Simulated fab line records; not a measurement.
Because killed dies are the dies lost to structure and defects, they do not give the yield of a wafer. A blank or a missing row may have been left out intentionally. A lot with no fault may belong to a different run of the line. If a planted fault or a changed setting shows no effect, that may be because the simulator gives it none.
Which tool did it? || flow berkeleyCmos170 || 14 lots, 42 wafers sampled, at 6 steps of a route of 331

## WHAT THE GAUGES READ, wafer by wafer
UCB170_GATE_THK_MEAS_02.
{"lot": "L121", "measured": "day 5 17:46", "on": "filmMetro-02", "GATE_OXIDE_THK (nm)": "6.86 6.73 6.72"}
{"lot": "L122", "measured": "day 5 23:44", "on": "filmMetro-04", "GATE_OXIDE_THK (nm)": "6.64 6.63 6.78"}
{"lot": "L123", "measured": "day 5 23:44", "on": "filmMetro-02", "GATE_OXIDE_THK (nm)": "6.71 6.67 6.60"}
{"lot": "L124", "measured": "day 6 05:25", "on": "filmMetro-02", "GATE_OXIDE_THK (nm)": "6.44 6.55 6.44"}
{"lot": "L126", "measured": "day 6 05:29", "on": "filmMetro-04", "GATE_OXIDE_THK (nm)": "6.40 6.32 6.60"}
{"lot": "L130", "measured": "day 7 14:14", "on": "filmMetro-02", "GATE_OXIDE_THK (nm)": "6.99 6.91 6.90"}
{"lot": "L129", "measured": "day 7 14:15", "on": "filmMetro-04", "GATE_OXIDE_THK (nm)": "6.71 6.86 6.79"}
{"lot": "L135", "measured": "day 8 17:26", "on": "filmMetro-04", "GATE_OXIDE_THK (nm)": "6.51 6.48 6.50"}
{"lot": "L136", "measured": "day 9 11:07", "on": "filmMetro-04", "GATE_OXIDE_THK (nm)": "6.55 6.66 6.57"}
{"lot": "L138", "measured": "day 9 18:59", "on": "filmMetro-01", "GATE_OXIDE_THK (nm)": "6.61 6.63 6.61"}
{"lot": "L137", "measured": "day 9 19:00", "on": "filmMetro-02", "GATE_OXIDE_THK (nm)": "6.62 6.57 6.64"}
{"lot": "L141", "measured": "day 10 05:13", "on": "filmMetro-01", "GATE_OXIDE_THK (nm)": "6.30 6.36 6.49"}
{"lot": "L143", "measured": "day 10 13:38", "on": "filmMetro-02", "GATE_OXIDE_THK (nm)": "6.88 6.75 6.84"}
{"lot": "L144", "measured": "day 11 13:21", "on": "filmMetro-02", "GATE_OXIDE_THK (nm)": "6.71 6.77 6.69"}

UCB170_PLDD_TW_MEAS_11.
{"lot": "L121", "measured": "day 6 03:14", "on": "filmMetro-03", "PLDD_TW": "1014 1015 1019"}
{"lot": "L122", "measured": "day 6 10:14", "on": "filmMetro-04", "PLDD_TW": "1017 1018 1013"}
{"lot": "L123", "measured": "day 6 09:59", "on": "filmMetro-03", "PLDD_TW": "1016 1023 1016"}
{"lot": "L124", "measured": "day 6 14:34", "on": "filmMetro-02", "PLDD_TW": "1011 1012 1007"}
{"lot": "L126", "measured": "day 6 14:22", "on": "filmMetro-04", "PLDD_TW": "1020 1026 1022"}
{"lot": "L130", "measured": "day 8 04:28", "on": "filmMetro-04", "PLDD_TW": "962 963 962"}
{"lot": "L129", "measured": "day 8 04:43", "on": "filmMetro-02", "PLDD_TW": "1005 999 1008"}
{"lot": "L135", "measured": "day 9 05:49", "on": "filmMetro-02", "PLDD_TW": "950 948 948"}
{"lot": "L136", "measured": "day 9 20:53", "on": "filmMetro-02", "PLDD_TW": "1002 1006 1004"}
{"lot": "L138", "measured": "day 10 05:24", "on": "filmMetro-04", "PLDD_TW": "1025 1026 1025"}
{"lot": "L137", "measured": "day 10 05:10", "on": "filmMetro-03", "PLDD_TW": "1016 1019 1017"}
{"lot": "L141", "measured": "day 10 17:35", "on": "filmMetro-03", "PLDD_TW": "1018 1017 1017"}
{"lot": "L143", "measured": "day 10 23:48", "on": "filmMetro-02", "PLDD_TW": "1013 1011 1011"}
{"lot": "L144", "measured": "day 11 23:35", "on": "filmMetro-02", "PLDD_TW": "1011 1011 1013"}

UCB170_SDANNEAL_RS_MEAS_04: a four-point-probe measurement.
{"lot": "L121", "measured": "day 6 11:32", "on": "filmMetro-04", "PLDD_RS (ohm/sq)": "1031.6 1027.8 1026.4"}
{"lot": "L122", "measured": "day 6 22:00", "on": "filmMetro-04", "PLDD_RS (ohm/sq)": "1027.0 1029.2 1030.2"}
{"lot": "L123", "measured": "day 6 21:47", "on": "filmMetro-02", "PLDD_RS (ohm/sq)": "1029.7 1025.1 1026.6"}
{"lot": "L124", "measured": "day 7 02:07", "on": "filmMetro-03", "PLDD_RS (ohm/sq)": "1031.5 1030.0 1034.5"}
{"lot": "L126", "measured": "day 7 01:55", "on": "filmMetro-04", "PLDD_RS (ohm/sq)": "1021.4 1024.4 1024.7"}
{"lot": "L130", "measured": "day 8 16:33", "on": "filmMetro-04", "PLDD_RS (ohm/sq)": "1183.8 1181.3 1184.6"}
{"lot": "L129", "measured": "day 8 16:58", "on": "filmMetro-03", "PLDD_RS (ohm/sq)": "1031.8 1033.8 1032.0"}
{"lot": "L135", "measured": "day 9 20:16", "on": "filmMetro-04", "PLDD_RS (ohm/sq)": "1188.4 1190.2 1191.2"}
{"lot": "L136", "measured": "day 10 08:42", "on": "filmMetro-04", "PLDD_RS (ohm/sq)": "1034.0 1032.0 1030.3"}
{"lot": "L138", "measured": "day 10 18:32", "on": "filmMetro-03", "PLDD_RS (ohm/sq)": "1028.1 1028.9 1028.4"}
{"lot": "L137", "measured": "day 10 18:03", "on": "filmMetro-03", "PLDD_RS (ohm/sq)": "1031.3 1032.3 1030.1"}
{"lot": "L141", "measured": "day 11 09:56", "on": "filmMetro-02", "PLDD_RS (ohm/sq)": "1031.2 1031.0 1030.5"}
{"lot": "L143", "measured": "day 11 11:02", "on": "filmMetro-02", "PLDD_RS (ohm/sq)": "1028.6 1031.7 1031.5"}
{"lot": "L144", "measured": "day 12 16:00", "on": "filmMetro-02", "PLDD_RS (ohm/sq)": "1031.2 1026.2 1034.3"}

## WHAT TOOL EACH LOT RAN ON (gives the tool, then ch and the chambers of the sampled wafers, and finally the start)
{"lot": "L121", "UCB170_PVT_STRIP_08": "plasmaAsher-04 ch 0,1, day 5 13:03", "UCB170_GATE_ETCH_14": "rieDiel-03 ch 1,2,3, day 6 01:12", "UCB170_PLDD_IMPLANT_09": "implanter-01 ch 0, day 6 03:01"}
{"lot": "L122", "UCB170_PVT_STRIP_08": "plasmaAsher-02 ch 0,1, day 5 19:26", "UCB170_GATE_ETCH_14": "rieDiel-02 ch 2,3, day 6 08:01", "UCB170_PLDD_IMPLANT_09": "implanter-03 ch 0, day 6 10:01"}
{"lot": "L123", "UCB170_PVT_STRIP_08": "plasmaAsher-02 ch 1, day 5 19:40", "UCB170_GATE_ETCH_14": "rieDiel-03 ch 0,1, day 6 07:45", "UCB170_PLDD_IMPLANT_09": "implanter-01 ch 0, day 6 09:45"}
{"lot": "L124", "UCB170_PVT_STRIP_08": "plasmaAsher-03 ch 0,1, day 5 23:57", "UCB170_GATE_ETCH_14": "rieDiel-02 ch 0,2,3, day 6 12:19", "UCB170_PLDD_IMPLANT_09": "implanter-03 ch 0, day 6 14:19"}
{"lot": "L126", "UCB170_PVT_STRIP_08": "plasmaAsher-04 ch 0,1, day 6 00:26", "UCB170_GATE_ETCH_14": "rieDiel-04 ch 0,2, day 6 12:13", "UCB170_PLDD_IMPLANT_09": "implanter-01 ch 0, day 6 14:07"}
{"lot": "L130", "UCB170_PVT_STRIP_08": "plasmaAsher-03 ch 0,1, day 7 07:41", "UCB170_GATE_ETCH_14": "rieDiel-02 ch 1,2,3, day 8 02:25", "UCB170_PLDD_IMPLANT_09": "implanter-01 ch 0, day 8 04:13"}
{"lot": "L129", "UCB170_PVT_STRIP_08": "plasmaAsher-04 ch 0,1, day 7 07:58", "UCB170_GATE_ETCH_14": "rieDiel-04 ch 1,3, day 8 02:41", "UCB170_PLDD_IMPLANT_09": "implanter-03 ch 0, day 8 04:29"}
{"lot": "L135", "UCB170_PVT_STRIP_08": "plasmaAsher-02 ch 0,1, day 8 12:17", "UCB170_GATE_ETCH_14": "rieDiel-02 ch 0,1,2, day 9 03:29", "UCB170_PLDD_IMPLANT_09": "implanter-01 ch 0, day 9 05:36"}
{"lot": "L136", "UCB170_PVT_STRIP_08": "plasmaAsher-03 ch 0,1, day 9 06:15", "UCB170_GATE_ETCH_14": "rieDiel-03 ch 0,3, day 9 19:01", "UCB170_PLDD_IMPLANT_09": "implanter-02 ch 0, day 9 20:38"}
{"lot": "L138", "UCB170_PVT_STRIP_08": "plasmaAsher-02 ch 1, day 9 12:44", "UCB170_GATE_ETCH_14": "rieDiel-04 ch 0,3, day 10 03:17", "UCB170_PLDD_IMPLANT_09": "implanter-03 ch 0, day 10 05:09"}
{"lot": "L137", "UCB170_PVT_STRIP_08": "plasmaAsher-03 ch 0,1, day 9 12:49", "UCB170_GATE_ETCH_14": "rieDiel-02 ch 0,1,3, day 10 02:55", "UCB170_PLDD_IMPLANT_09": "implanter-02 ch 0, day 10 04:56"}
{"lot": "L141", "UCB170_PVT_STRIP_08": "plasmaAsher-02 ch 0,1, day 9 23:34", "UCB170_GATE_ETCH_14": "rieDiel-03 ch 2,3, day 10 14:03", "UCB170_PLDD_IMPLANT_09": "implanter-02 ch 0, day 10 17:19"}
{"lot": "L143", "UCB170_PVT_STRIP_08": "plasmaAsher-04 ch 0,1, day 10 09:40", "UCB170_GATE_ETCH_14": "rieDiel-03 ch 2,3, day 10 21:32", "UCB170_PLDD_IMPLANT_09": "implanter-03 ch 0, day 10 23:35"}
{"lot": "L144", "UCB170_PVT_STRIP_08": "plasmaAsher-03 ch 0,1, day 11 04:53", "UCB170_GATE_ETCH_14": "rieDiel-04 ch 0,1,2, day 11 21:11", "UCB170_PLDD_IMPLANT_09": "implanter-02 ch 0, day 11 23:22"}
- UCB170_PVT_STRIP_08: strips in O2.
- UCB170_GATE_ETCH_14: etches BARC in N2/H2.
- UCB170_PLDD_IMPLANT_09

## AS READ BY THE TOOLS THEMSELVES (means over the sampled wafers that have a number; for cases with no such wafer, the mark the record gives instead)
UCB170_PVT_STRIP_08.
{"lot": "L121", "tool": "plasmaAsher-04", "drypumpMotorCurrentA (A)": 5.9, "oesProductAu (a.u.)": 0.729, "stripTimeToEndpointS (s)": 21.67}
{"lot": "L122", "tool": "plasmaAsher-02", "drypumpMotorCurrentA (A)": 6.1, "oesProductAu (a.u.)": 0.732, "stripTimeToEndpointS (s)": 21.60}
{"lot": "L123", "tool": "plasmaAsher-02", "drypumpMotorCurrentA (A)": 6.5, "oesProductAu (a.u.)": 0.733, "stripTimeToEndpointS (s)": 21.57}
{"lot": "L124", "tool": "plasmaAsher-03", "drypumpMotorCurrentA (A)": 6.0, "oesProductAu (a.u.)": 0.737, "stripTimeToEndpointS (s)": 21.63}
{"lot": "L126", "tool": "plasmaAsher-04", "drypumpMotorCurrentA (A)": 5.9, "oesProductAu (a.u.)": 0.735, "stripTimeToEndpointS (s)": 21.68}
{"lot": "L130", "tool": "plasmaAsher-03", "drypumpMotorCurrentA (A)": 6.0, "oesProductAu (a.u.)": 0.737, "stripTimeToEndpointS (s)": 21.79}
{"lot": "L129", "tool": "plasmaAsher-04", "drypumpMotorCurrentA (A)": 5.9, "oesProductAu (a.u.)": 0.736, "stripTimeToEndpointS (s)": 21.65}
{"lot": "L135", "tool": "plasmaAsher-02", "drypumpMotorCurrentA (A)": 5.7, "oesProductAu (a.u.)": 0.733, "stripTimeToEndpointS (s)": 21.63}
{"lot": "L136", "tool": "plasmaAsher-03", "drypumpMotorCurrentA (A)": 6.0, "oesProductAu (a.u.)": 0.730, "stripTimeToEndpointS (s)": 21.58}
{"lot": "L138", "tool": "plasmaAsher-02", "drypumpMotorCurrentA (A)": 6.5, "oesProductAu (a.u.)": 0.735, "stripTimeToEndpointS (s)": 21.61}
{"lot": "L137", "tool": "plasmaAsher-03", "drypumpMotorCurrentA (A)": 6.0, "oesProductAu (a.u.)": 0.737, "stripTimeToEndpointS (s)": 21.71}
{"lot": "L141", "tool": "plasmaAsher-02", "drypumpMotorCurrentA (A)": 6.1, "oesProductAu (a.u.)": 0.737, "stripTimeToEndpointS (s)": 21.64}
{"lot": "L143", "tool": "plasmaAsher-04", "drypumpMotorCurrentA (A)": 5.9, "oesProductAu (a.u.)": 0.730, "stripTimeToEndpointS (s)": 21.65}
{"lot": "L144", "tool": "plasmaAsher-03", "drypumpMotorCurrentA (A)": 5.9, "oesProductAu (a.u.)": 0.732, "stripTimeToEndpointS (s)": 21.67}

UCB170_GATE_ETCH_14.
{"lot": "L121", "tool": "rieDiel-03", "drypumpMotorCurrentA (A)": 5.5, "oesProductAu (a.u.)": 0.988, "rfFwdPowerW (W)": 494.7, "throttleValvePct (%)": 13.10}
{"lot": "L122", "tool": "rieDiel-02", "drypumpMotorCurrentA (A)": 5.6, "oesProductAu (a.u.)": 0.962, "rfFwdPowerW (W)": 496.5, "throttleValvePct (%)": 13.06}
{"lot": "L123", "tool": "rieDiel-03", "drypumpMotorCurrentA (A)": 5.2, "oesProductAu (a.u.)": 0.975, "rfFwdPowerW (W)": 493.2, "throttleValvePct (%)": 13.00}
{"lot": "L124", "tool": "rieDiel-02", "drypumpMotorCurrentA (A)": 5.9, "oesProductAu (a.u.)": 0.973, "rfFwdPowerW (W)": 492.5, "throttleValvePct (%)": 13.13}
{"lot": "L126", "tool": "rieDiel-04", "drypumpMotorCurrentA (A)": 6.1, "oesProductAu (a.u.)": 0.982, "rfFwdPowerW (W)": 493.9, "throttleValvePct (%)": 13.10}
{"lot": "L130", "tool": "rieDiel-02", "drypumpMotorCurrentA (A)": 5.9, "oesProductAu (a.u.)": 0.982, "rfFwdPowerW (W)": 495.6, "throttleValvePct (%)": 13.16}
{"lot": "L129", "tool": "rieDiel-04", "drypumpMotorCurrentA (A)": 6.1, "oesProductAu (a.u.)": 0.983, "rfFwdPowerW (W)": 497.4, "throttleValvePct (%)": 13.11}
{"lot": "L135", "tool": "rieDiel-02", "drypumpMotorCurrentA (A)": 6.2, "oesProductAu (a.u.)": 0.997, "rfFwdPowerW (W)": 493.4, "throttleValvePct (%)": 13.24}
{"lot": "L136", "tool": "rieDiel-03", "drypumpMotorCurrentA (A)": 5.2, "oesProductAu (a.u.)": 0.975, "rfFwdPowerW (W)": 490.8, "throttleValvePct (%)": 13.02}
{"lot": "L138", "tool": "rieDiel-04", "drypumpMotorCurrentA (A)": 5.7, "oesProductAu (a.u.)": 0.976, "rfFwdPowerW (W)": 493.0, "throttleValvePct (%)": 13.37}
{"lot": "L137", "tool": "rieDiel-02", "drypumpMotorCurrentA (A)": 6.3, "oesProductAu (a.u.)": 0.989, "rfFwdPowerW (W)": 494.8, "throttleValvePct (%)": 13.12}
{"lot": "L141", "tool": "rieDiel-03", "drypumpMotorCurrentA (A)": 5.8, "oesProductAu (a.u.)": 0.993, "rfFwdPowerW (W)": 494.7, "throttleValvePct (%)": 13.04}
{"lot": "L143", "tool": "rieDiel-03", "drypumpMotorCurrentA (A)": 5.8, "oesProductAu (a.u.)": 0.984, "rfFwdPowerW (W)": 495.1, "throttleValvePct (%)": 13.03}
{"lot": "L144", "tool": "rieDiel-04", "drypumpMotorCurrentA (A)": 6.2, "oesProductAu (a.u.)": 0.992, "rfFwdPowerW (W)": 493.8, "throttleValvePct (%)": 13.08}

UCB170_PLDD_IMPLANT_09.
{"lot": "L121", "tool": "implanter-01", "doseIonsCm2": 5e+13, "faradayCurrentUA": 148}
{"lot": "L122", "tool": "implanter-03", "doseIonsCm2": 5e+13, "faradayCurrentUA": 157}
{"lot": "L123", "tool": "implanter-01", "doseIonsCm2": 5e+13, "faradayCurrentUA": 143}
{"lot": "L124", "tool": "implanter-03", "doseIonsCm2": 5e+13, "faradayCurrentUA": 158}
{"lot": "L126", "tool": "implanter-01", "doseIonsCm2": 5e+13, "faradayCurrentUA": 142}
{"lot": "L130", "tool": "implanter-01", "doseIonsCm2": 3e+13, "faradayCurrentUA": 109}
{"lot": "L129", "tool": "implanter-03", "doseIonsCm2": 5e+13, "faradayCurrentUA": 159}
{"lot": "L135", "tool": "implanter-01", "doseIonsCm2": 3e+13, "faradayCurrentUA": 106}
{"lot": "L136", "tool": "implanter-02", "doseIonsCm2": 5e+13, "faradayCurrentUA": 160}
{"lot": "L138", "tool": "implanter-03", "doseIonsCm2": 5e+13, "faradayCurrentUA": 158}
{"lot": "L137", "tool": "implanter-02", "doseIonsCm2": 5e+13, "faradayCurrentUA": 159}
{"lot": "L141", "tool": "implanter-02", "doseIonsCm2": 5e+13, "faradayCurrentUA": 162}
{"lot": "L143", "tool": "implanter-03", "doseIonsCm2": 5e+13, "faradayCurrentUA": 158}
{"lot": "L144", "tool": "implanter-02", "doseIonsCm2": 5e+13, "faradayCurrentUA": 160}

## THE ANSWER, worked out from the rows above alone
Rule: what is usual is taken from the lots themselves. Put in order of their means at a reading, lots are off if they are a third of the lots or fewer, leave a main group of 4 or more, and stand apart from it by a gap of 3 or more times the standard deviation of the main group's means; of several such gaps the widest counts. If all means in a main group match to the digits the tables above print for the reading, that group is not used. A lot without any number at a reading at which 4 lots or more have one is off too. Any other lot the step has rows for is counted as sound. After the gauges, taken in route order, come the tools' own readings; for these a lot's mean is taken, as printed above. The first step at which some lot is off is used, and at that step the reading that is off furthest; a lot without a number counts as furthest.
Off: at UCB170_PLDD_TW_MEAS_11 (PLDD_TW), L130, L135. The main group: mean 1015, standard deviation 6.3.
If a tool, at a process step before that reading, ran all the lots that are off and no sound lot after the first of them, it fits. Not tried: the gauges at UCB170_PLDD_TW_MEAS_11; whatever is off there is also off at UCB170_PLDD_IMPLANT_09, on other tools, and gauge error can't account for it. One candidate fits, namely implanter-01 at UCB170_PLDD_IMPLANT_09. A fault onset in the window from L126 (day 6 14:07, its last sound lot) to L130 (day 8 04:13, its first lot off) fits.
The tool's own readings at UCB170_PLDD_IMPLANT_09 bear it out: on the lots that are off they differ by more than 5 times the standard deviation of the sound lots' means. doseIonsCm2 reads 3e+13 there against 5e+13 on the sound lots; faradayCurrentUA reads 108 there against 155 on the sound lots.

## WHAT THE SIMULATOR PUT IN
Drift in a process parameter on implanter-01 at UCB170_PLDD_IMPLANT_09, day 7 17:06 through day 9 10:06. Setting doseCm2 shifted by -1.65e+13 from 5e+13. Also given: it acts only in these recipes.
Lots struck among those shown: L130, L135. The rule given above showed the same thing.
